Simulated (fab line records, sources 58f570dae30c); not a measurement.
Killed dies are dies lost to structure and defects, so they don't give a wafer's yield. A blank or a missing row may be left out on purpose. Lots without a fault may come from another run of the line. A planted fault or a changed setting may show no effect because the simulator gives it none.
Which tool did it? | flow berkeley_cmos170 | 7 lots, 21 wafers sampled, at 1 step of a route of 331

WHAT THE GAUGES READ, wafer by wafer
UCB170_GATE_THK_MEAS_05.
lot  | measured     | on            | GATE_POLY_THK (nm)
L115 | day 7 10:38  | film_metro-01 | 214.7 214.2 215.3
L113 | day 7 10:43  | film_metro-04 | 213.6 211.6 214.2
L117 | day 8 01:52  | film_metro-01 | 210.8 211.9 211.2
L119 | day 8 14:12  | film_metro-02 | 213.6 214.1 215.4
L129 | day 10 11:37 | film_metro-02 | 215.9 215.5 216.3
L130 | day 10 23:59 | film_metro-01 | 212.8 215.8 212.2
L132 | day 11 15:29 | film_metro-01 | 214.1 212.3 213.1

WHICH TOOL RAN EACH LOT (tool, then ch and the chambers of the sampled wafers, then the start)
The record holds no process step before these readings.

THE ANSWER, worked out from the rows above alone
Rule: what is usual is taken from the lots themselves. Put in order of their means at a reading, lots are off if they are a third of the lots or fewer, leave a main group of 4 or more, and stand apart from it by a gap of 3 or more times the standard deviation of the main group's means; of several such gaps the widest counts. A main group whose means are all the same, to the digits that the tables above print for the reading, isn't used. A lot without any number at a reading at which 4 lots or more have one is off too. The other lots that the step has rows for count as sound.
No lot is off at any reading shown: from this, nothing can be told.

WHAT THE SIMULATOR HAD PUT IN
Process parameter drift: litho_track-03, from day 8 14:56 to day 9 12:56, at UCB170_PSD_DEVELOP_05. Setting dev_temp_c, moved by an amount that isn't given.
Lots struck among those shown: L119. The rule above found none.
